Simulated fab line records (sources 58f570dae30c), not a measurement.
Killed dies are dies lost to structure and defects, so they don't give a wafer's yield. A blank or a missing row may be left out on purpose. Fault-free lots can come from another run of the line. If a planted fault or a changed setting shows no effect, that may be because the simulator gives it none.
Code-filled problem report in 8D (eight disciplines) form / flow berkeley_cmos170 / the parts of the form that need people (team, actions taken, sign-off) are left out

1. THE PROBLEM
Wafers without a fault read 0.831 a.u., standard deviation 0.011; oes_product_au at UCB170_GATE_ETCH_15 reads a mean of 0.963 a.u. on 6 wafers belonging to 2 lots. That puts it +12 standard deviations away from the usual mean.
The step: etches poly-Si in HBr/Cl2, stops on SiO2, time 56.3 s, target depth 278.2 nm.
Seen first at day 8 13:08 on rie_si-01, wafer L442.2. The record has a number at this step for 42 wafers belonging to 14 lots. By rule, "out" or "out of limits" means more than 4 standard deviations away from the usual mean. Any other wafer with a number is counted as sound.

2. WHAT IT IS, AND WHAT IT ISN'T
question=which readings at this step | is=oes_product_au | is not=drypump_motor_current_A, throttle_valve_pct
question=which lots | is=L442, L447 | is not=L438, L439, L440, L441, L444, L445, L446, L454, L456, L457, L458, L459
question=which wafers of those lots | is=all that have a number | is not=-
question=read on which tools | is=rie_si-01 | is not=rie_si-02
question=when | is=from day 8 13:08 | is not=up to then (18 sound wafers); but 18 sound wafers of L444, L454, L456, L457, L458, L459 came after

3. SUSPECTS, AND WHAT RULES EACH OUT
Counting: a tool at any process step up to the reading remains a suspect when it ran all the lots that are out and ran no sound lot after the first of those.
- rie_si-01 at UCB170_GATE_ETCH_15 (etches poly-Si in HBr/Cl2, stops on SiO2, time 56.3 s, target depth 278.2 nm): ruled out as a lasting fault. The sound lots L459, L458 went through it after L442, its earliest lot that is out (day 8 13:08).
Left after counting: nothing in the record.

4. THE CAUSE (what the simulator had put in)
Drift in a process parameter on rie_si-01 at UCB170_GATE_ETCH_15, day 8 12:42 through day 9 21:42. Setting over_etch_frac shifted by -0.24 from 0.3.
Counting ruled it out, wrongly.

5. SEQUENCE OF EFFECTS, ordered by route
Each row: a reading where the mean over the struck wafers with a number is more than 3 standard deviations away from the usual. Readings are gone through only where the record gives a usual standard deviation; hours: the median, over the lots, of the time from a lot's start at the first step in this table giving one to that lot's start at this step; sigmas: the change measured in usual standard deviations.
hours=0; step=UCB170_GATE_ETCH_15; reading=oes_product_au; usual=0.831 a.u.; on struck wafers=0.963; change=+0.132; sigmas=+12
Its process steps:
- UCB170_GATE_ETCH_15: etches poly-Si in HBr/Cl2, stops on SiO2, time 56.3 s, target depth 278.2 nm.
Later measuring or inspecting steps at which every struck wafer that the step has a row for has a number for every such reading, and none has moved that far: UCB170_SDANNEAL_RS_MEAS_04.

6. WHAT WOULD HAVE CAUGHT IT SOONER
In this record no reading fell out of limits until day 8 13:08, 0 hours after the fault had begun at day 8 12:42.
